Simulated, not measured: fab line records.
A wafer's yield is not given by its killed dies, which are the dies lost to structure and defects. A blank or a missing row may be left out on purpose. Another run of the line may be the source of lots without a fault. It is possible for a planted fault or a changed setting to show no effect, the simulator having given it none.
Struck lot and sound lot, side by side    flow rit_cmos    29 out of 202 route steps
Sound: the wafers L651.1, L651.2, L651.5. Struck: wafer L663.2. (L663.4, L663.5 of the same lot were not struck and are left out.) The cause comes at the end.
At each step with rows: each side's tool, then ch and its chambers, then its first start. Under that, the readings that differ: sound wafers    struck wafers    difference of the means    sigmas: that difference in standard deviations of wafers without a fault.
alike: words and numbers the same on both sides, and readings whose means are apart by under 2 such deviations; not compared: readings that were withheld, readings missing a value for some wafer, numbers with overlapping values and no deviation given by the record, and bounds like >300 which may hide the same value.
A row with sigmas, a row that says differs or no value, or rows on one side alone: a step with any of these is where the two part. Numbers that don't overlap but have no deviation are shown without sigmas and don't part them. A reading that every wafer of one side lacks parts them only if that side has two wafers or more.

RIT_SDANNEAL_RTA_03: time 5 s.
  sound on rtp_anneal-01 ch 0, day 3 19:34; struck on rtp_anneal-01 ch 0, day 6 07:30
  alike: wafer_temp_C_max
RIT_SDANNEAL_RS_MEAS_04: measures by four-point-probe.
  struck on film_metro-04, day 6 07:34; sound on film_metro-04, day 3 19:38
  alike: PSD_RS
RIT_SDANNEAL_RS_MEAS_05: measures by four-point-probe.
  struck on film_metro-04, day 6 07:41; sound on film_metro-04, day 3 19:45
reading          sound              struck  difference  sigmas
NSD_RS (ohm/sq)  84.42 84.63 84.77  84.05   -0.56       -2
RIT_SDANNEAL_RS_MEAS_06: measures by four-point-probe.
  struck on film_metro-04, day 6 07:49; sound on film_metro-04, day 3 19:52
  alike: PLDD_RS
RIT_SDANNEAL_RS_MEAS_07: measures by four-point-probe.
  struck on film_metro-04, day 6 07:56; sound on film_metro-04, day 3 19:59
  alike: NLDD_RS
then, 1 step without rows for these wafers: RIT_SILICIDE_WET_ETCH_00 (etches SiO2 in BOE, target depth 14 nm, time 15 s).
RIT_SILICIDE_SPUTTER_01: material Ti, target thk 30 nm, time 240 s.
  struck on pvd_sputter-04, day 6 08:02; sound on pvd_sputter-01, day 3 20:07
  alike: throttle_valve_pct
RIT_SILICIDE_RS_MEAS_02: measures by four-point-probe.
  struck on film_metro-03, day 6 08:13; sound on film_metro-03, day 3 20:16
  alike: SILICIDE_TI_RS
RIT_SILICIDE_THK_MEAS_03: measures by xrf.
  struck on film_metro-03, day 6 08:19; sound on film_metro-03, day 3 20:23
  alike: SILICIDE_TI_THK
RIT_SILICIDE_RTA_04: time 10 s, ramp up 5 s, ramp down 5 s.
  sound on rtp_anneal-02 ch 0, day 3 20:27; struck on rtp_anneal-02 ch 0, day 6 08:23
  alike: wafer_temp_C_max
then, 1 step without rows for these wafers: RIT_SILICIDE_WET_ETCH_05 (etches Ti in SPM, time 120 s).
RIT_SILICIDE_RTA_06: time 10 s, ramp up 5 s, ramp down 10 s.
  sound on rtp_anneal-01 ch 0, day 3 20:34; struck on rtp_anneal-01 ch 0, day 6 08:29
  alike: wafer_temp_C_max
RIT_CONTACT_CVD_00: deposits SiO2 from TEOS, target thk 400 nm, time 61 s.
  sound on pecvd-03 ch 0,1, day 3 20:38; struck on pecvd-03 ch 1, day 6 08:33
reading                                   sound              struck  difference  sigmas
model.SiO2_of_CONTACT_CVD_00.thk_nm (nm)  392.6 395.6 394.4  758.1   +363.9      
  alike: heater_power_w
RIT_CONTACT_THK_MEAS_01:
  struck on film_metro-02, day 6 08:37; sound on film_metro-01, day 3 20:41
reading                sound        struck  difference  sigmas
CONTACT_TEOS_THK (nm)  392 396 395  758     +364        +76
then, 6 steps without rows for these wafers: RIT_CONTACT_HMDS_02 (prime time 60 s); RIT_CONTACT_COAT_03 (resist thk 1000 nm); RIT_CONTACT_SOFTBAKE_04 (time 60 s); RIT_CONTACT_EXPOSE_05 (exposes mask M11, target cd 1000 nm); RIT_CONTACT_PEB_06; RIT_CONTACT_DEVELOP_07 (develop time 120 s).
RIT_CONTACT_CD_MEAS_08: target cd 1000 nm.
  struck on cd_sem-01, day 6 09:38; sound on cd_sem-01, day 3 22:02
  alike: cd_nm
RIT_CONTACT_OVL_MEAS_09:
  struck on overlay-02, day 6 09:46; sound on overlay-01, day 3 22:10
  alike: CONTACT_OVL
then, 1 step without rows for these wafers: RIT_CONTACT_HARDBAKE_10 (time 60 s).
RIT_CONTACT_ETCH_11: etches SiO2 in CHF3/CF4/Ar, stops on TiSi2, target depth 480 nm, time 320 s.
  sound on rie_diel-04 ch 1,2, day 3 22:20; struck on rie_diel-01 ch 0, day 6 10:16
reading                              sound              struck  difference  sigmas
drypump_motor_current_A (A)          6.0 6.8 6.8        4.9     -1.6        -3
oes_product_au (a.u.)                0.957 0.992 0.985  1.013   +0.035      +2
model.etch.depth_nm (nm)             392.6 395.6 394.4  489     +95         
model.CONTACT.feature_depth_nm (nm)  392.6 395.6 394.4  489     +95         
  alike: mfc_ar_sccm, throttle_valve_pct
  not compared: rf_hours_counter_h
RIT_CONTACT_STRIP_12: strips in O2, time 172.5 s.
  sound on plasma_asher-01 ch 0,1, day 3 22:32; struck on plasma_asher-01 ch 1, day 6 10:27
  alike: drypump_motor_current_A
  not compared: rf_hours_counter_h
RIT_CONTACT_CD_MEAS_90: target cd 1000 nm.
  struck on cd_sem-02, day 6 10:39; sound on cd_sem-02, day 3 22:43
  alike: cd_nm
RIT_CONTACT_CLEAN_13: cleans in SC1, time 600 s.
  sound on wet_bench-01 ch 2, day 3 22:50; struck on wet_bench-03 ch 0, day 6 10:45
reading                                   sound              struck  difference  sigmas
bath_heat_duty_pct (%)                    12.8 11.8 13.0     16.9    +4.4        +2
model.SiO2_of_CONTACT_CVD_00.thk_nm (nm)  388.5 391.6 390.4  754     +364        
  alike: bath_guard_temp_C, temp_c
then, 1 step without rows for these wafers: RIT_CONTACT_CLEAN_14 (cleans in SC2, time 600 s).
RIT_M1_PROBE_99:
  only the struck wafers here have rows in the record (prober-02, day 6 15:21); the sound ones have none

== WHERE THEY PART ==
Earliest at RIT_SDANNEAL_RS_MEAS_05; latest, in this record, at RIT_M1_PROBE_99.

WHY: the cause the simulator had injected
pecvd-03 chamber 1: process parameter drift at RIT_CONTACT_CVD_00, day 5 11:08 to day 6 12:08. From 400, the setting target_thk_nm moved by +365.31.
